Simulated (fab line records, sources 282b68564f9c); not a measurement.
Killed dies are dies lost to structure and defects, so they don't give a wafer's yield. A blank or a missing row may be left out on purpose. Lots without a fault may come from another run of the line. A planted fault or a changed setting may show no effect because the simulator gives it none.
A struck lot beside a sound one | flow rit_cmos | 44 steps out of a route of 202
Sound: wafers L772.2, L772.4, L772.6. Struck: wafers L781.1, L781.2, L781.3. The cause comes at the end.
At each step with rows: each side's tool, then ch and its chambers, then its first start. Under that, the readings that differ: sound wafers | struck wafers | difference of the means | sigmas: that difference in standard deviations of wafers without a fault.
alike: readings whose means differ by less than 2 such deviations, and words and numbers that are the same on both sides. not compared: withheld readings, readings that some wafer has no value for, bounds like >300 that may hide the same value, and numbers for which the record gives no deviation and whose values overlap.
The two part at a step that has a row with sigmas, a row that says differs or no value, or rows on one side only. Numbers that don't overlap but have no deviation are shown without sigmas and don't part them. A reading that every wafer of one side lacks parts them only if that side has two wafers or more.

first, 2 steps without rows for these wafers: RIT_NLDD_HARDBAKE_07 (time 60 s); RIT_NLDD_IMPLANT_08.
RIT_NLDD_STRIP_09: strips in O2, time 180 s.
  sound on plasma_asher-01 ch 0, day 3 04:28; struck on plasma_asher-01 ch 0,1, day 5 00:22
  alike: drypump_motor_current_A
  not compared: rf_hours_counter_h
RIT_NLDD_TW_MEAS_10:
  sound on film_metro-03, day 3 04:40; struck on film_metro-04, day 5 00:32
  alike: NLDD_TW
then, 6 steps without rows for these wafers: RIT_PLDD_HMDS_00 (prime time 60 s); RIT_PLDD_COAT_01 (resist thk 1000 nm); RIT_PLDD_SOFTBAKE_02 (time 60 s); RIT_PLDD_EXPOSE_03 (exposes mask M8, target cd 40900 nm); RIT_PLDD_PEB_04; RIT_PLDD_DEVELOP_05 (develop time 50 s).
RIT_PLDD_OVL_MEAS_06:
  sound on overlay-02, day 3 05:34; struck on overlay-02, day 5 01:27
  alike: PLDD_OVL
then, 1 step without rows for these wafers: RIT_PLDD_HARDBAKE_07 (time 60 s).
RIT_PLDD_IMPLANT_08:
  sound on implanter-04 ch 0, day 3 05:46; struck on implanter-04 ch 0, day 5 01:38
  reading                          | sound                         | struck                        | difference | sigmas
  dose_ions_cm2                    | 9.002e+14 9.005e+14 9.008e+14 | 1.789e+14 1.811e+14 1.808e+14 | -7.202e+14 | -99 or more
  end_station_pressure_torr (Torr) | 6.9e-06 7e-06 7.1e-06         | 5.5e-06 5.4e-06 5.3e-06       | -1.6e-06   | -4
  faraday_current_uA               | 2805 2743 2697                | 556 584 568                   | -2179      | -40
RIT_PLDD_STRIP_09: strips in O2, time 180 s.
  sound on plasma_asher-01 ch 0, day 3 05:53; struck on plasma_asher-04 ch 0,1, day 5 01:47
  reading                     | sound       | struck      | difference | sigmas
  drypump_motor_current_A (A) | 5.2 5.2 5.2 | 5.8 6.5 6.5 | +1.1       | +2
  not compared: rf_hours_counter_h
RIT_PLDD_TW_MEAS_10:
  sound on film_metro-02, day 3 06:05; struck on film_metro-04, day 5 01:58
  reading | sound          | struck         | difference | sigmas
  PLDD_TW | 2308 2302 2315 | 1473 1481 1461 | -837       | -64
then, 4 steps without rows for these wafers: RIT_SPACER_CLEAN_00 (cleans in SC1, time 600 s); RIT_SPACER_CLEAN_01 (cleans in dHF, time 30 s); RIT_SPACER_CLEAN_02 (cleans in SC2, time 600 s); RIT_SPACER_CVD_03 (deposits Si3N4 from SiH2Cl2/NH3, target thk 250 nm, time 3300 s).
RIT_SPACER_THK_MEAS_04:
  sound on film_metro-01, day 3 08:43; struck on film_metro-04, day 5 05:14
  alike: SPACER_NITRIDE_THK
RIT_SPACER_ETCHBACK_05: etches Si3N4 in SF6/CHF3, stops on SiO2, target depth 250 nm, time 240 s.
  sound on rie_diel-02 ch 0,2, day 3 08:46; struck on rie_diel-04 ch 1,2,3, day 5 05:17
  alike: drypump_motor_current_A, oes_product_au, throttle_valve_pct
  not compared: rf_hours_counter_h
then, 6 steps without rows for these wafers: RIT_NSD_HMDS_00 (prime time 60 s); RIT_NSD_COAT_01 (resist thk 1000 nm); RIT_NSD_SOFTBAKE_02 (time 60 s); RIT_NSD_EXPOSE_03 (exposes mask M9, target cd 40700 nm); RIT_NSD_PEB_04; RIT_NSD_DEVELOP_05 (develop time 50 s).
RIT_NSD_OVL_MEAS_06:
  sound on overlay-01, day 3 09:58; struck on overlay-02, day 5 06:17
  alike: NSD_OVL
then, 2 steps without rows for these wafers: RIT_NSD_HARDBAKE_07 (time 60 s); RIT_NSD_IMPLANT_08.
RIT_NSD_STRIP_09: strips in O2, time 180 s.
  sound on plasma_asher-01 ch 0,1, day 3 10:18; struck on plasma_asher-01 ch 0,1, day 5 06:37
  alike: drypump_motor_current_A
  not compared: rf_hours_counter_h
RIT_NSD_TW_MEAS_10:
  sound on film_metro-03, day 3 10:29; struck on film_metro-03, day 5 06:48
  alike: NSD_TW
then, 6 steps without rows for these wafers: RIT_PSD_HMDS_00 (prime time 60 s); RIT_PSD_COAT_01 (resist thk 1000 nm); RIT_PSD_SOFTBAKE_02 (time 60 s); RIT_PSD_EXPOSE_03 (exposes mask M10, target cd 40900 nm); RIT_PSD_PEB_04; RIT_PSD_DEVELOP_05 (develop time 50 s).
RIT_PSD_OVL_MEAS_06:
  sound on overlay-01, day 3 11:31; struck on overlay-01, day 5 07:50
  alike: PSD_OVL
then, 2 steps without rows for these wafers: RIT_PSD_HARDBAKE_07 (time 60 s); RIT_PSD_IMPLANT_08.
RIT_PSD_STRIP_09: strips in O2, time 180 s.
  sound on plasma_asher-04 ch 0,1, day 3 11:50; struck on plasma_asher-02 ch 0,1, day 5 08:10
  alike: drypump_motor_current_A
  not compared: rf_hours_counter_h
RIT_SDANNEAL_RS_MEAS_06: measures by four-point-probe.
  sound on film_metro-02, day 3 12:46; struck on film_metro-04, day 5 09:04
  reading          | sound             | struck            | difference | sigmas
  PLDD_RS (ohm/sq) | 178.6 179.1 178.5 | 588.9 581.7 594.0 | +409.5     | +99 or more
RIT_M1_PROBE_99:
  the record has rows for the struck wafers here (prober-02, day 5 16:32) and none for the sound ones

WHERE THEY PART
First at RIT_PLDD_IMPLANT_08; last, within this record, at RIT_M1_PROBE_99.

WHY: what the simulator had put in
Process parameter drift: implanter-04, from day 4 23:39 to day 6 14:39, at RIT_PLDD_IMPLANT_08. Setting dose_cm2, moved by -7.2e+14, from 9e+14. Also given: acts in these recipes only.
